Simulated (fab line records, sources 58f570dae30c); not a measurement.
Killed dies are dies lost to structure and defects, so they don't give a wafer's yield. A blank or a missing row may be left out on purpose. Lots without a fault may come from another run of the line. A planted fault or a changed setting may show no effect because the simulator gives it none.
A struck lot beside a sound one | flow berkeley_cmos170 | 14 steps out of a route of 331
Sound: wafers L255.1, L255.3, L255.5. Struck: wafers L246.3, L246.4, L246.6. The cause comes at the end.
At each step with rows: each side's tool, then ch and its chambers, then its first start. Under that, the readings that differ: sound wafers | struck wafers | difference of the means | sigmas: that difference in standard deviations of wafers without a fault.
alike: readings whose means differ by less than 2 such deviations, and words and numbers that are the same on both sides. not compared: withheld readings, readings that some wafer has no value for, bounds like >300 that may hide the same value, and numbers for which the record gives no deviation and whose values overlap.
The two part at a step that has a row with sigmas, a row that says differs or no value, or rows on one side only. Numbers that don't overlap but have no deviation are shown without sigmas and don't part them. A reading that every wafer of one side lacks parts them only if that side has two wafers or more.

first, 2 steps without rows for these wafers: UCB170_ACTIVE_PEB_11; UCB170_ACTIVE_DEVELOP_12 (develop time 45 s).
UCB170_ACTIVE_CD_MEAS_13: target cd 1200 nm.
  sound on cd_sem-02, day 8 04:49; struck on cd_sem-02, day 6 03:13
  alike: cd_nm
UCB170_ACTIVE_OVL_MEAS_14:
  sound on overlay-01, day 8 04:56; struck on overlay-02, day 6 03:19
  reading         | sound    | struck | difference | sigmas
  ACTIVE_OVL (nm) | -5 -3 -9 | 3 7 7  | +11        | +2
UCB170_ACTIVE_ETCH_15: etches Si3N4 in CH3F/Ar/O2, stops on SiO2, target depth 242 nm, time 151 s.
  sound on rie_diel-04 ch 0,1,2, day 8 04:58; struck on rie_diel-02 ch 1,2, day 6 03:20
  reading               | sound             | struck            | difference | sigmas
  oes_product_au (a.u.) | 0.920 0.931 0.925 | 0.971 0.931 0.981 | +0.036     | +2
  alike: drypump_motor_current_A, throttle_valve_pct
  not compared: rf_hours_counter_h
UCB170_ACTIVE_STRIP_16: strips in O2.
  sound on plasma_asher-02 ch 0,1, day 8 05:04; struck on plasma_asher-02 ch 0,1, day 6 03:28
  alike: drypump_motor_current_A, oes_product_au, strip_time_to_endpoint_s
  not compared: rf_hours_counter_h
UCB170_ACTIVE_CD_MEAS_90: target cd 1200 nm.
  sound on cd_sem-01, day 8 05:13; struck on cd_sem-02, day 6 03:34
  alike: cd_nm
then, 5 steps without rows for these wafers: UCB170_ACTIVE_CLEAN_17 (cleans in SPM, time 600 s); UCB170_PFIELD_HMDS_00 (prime time 60 s); UCB170_PFIELD_COAT_01 (resist thk 900 nm); UCB170_PFIELD_SOFTBAKE_02 (time 60 s); UCB170_PFIELD_EXPOSE_03 (exposes mask PFIELD, target cd 1500 nm).
UCB170_PFIELD_PEB_04:
  sound on litho_track-04 ch 0, day 8 09:04; struck on litho_track-03, day 6 04:49
  no value came back on the struck wafers for chill_plate_temp_C (C), exhaust_pa (Pa); on the sound wafers chill_plate_temp_C (C) reads 22.89 22.98 22.95
then, 1 step without rows for these wafers: UCB170_PFIELD_DEVELOP_05 (develop time 45 s).

WHERE THEY PART
First at UCB170_ACTIVE_OVL_MEAS_14; last, within this record, at UCB170_PFIELD_PEB_04.

WHY: what the simulator had put in
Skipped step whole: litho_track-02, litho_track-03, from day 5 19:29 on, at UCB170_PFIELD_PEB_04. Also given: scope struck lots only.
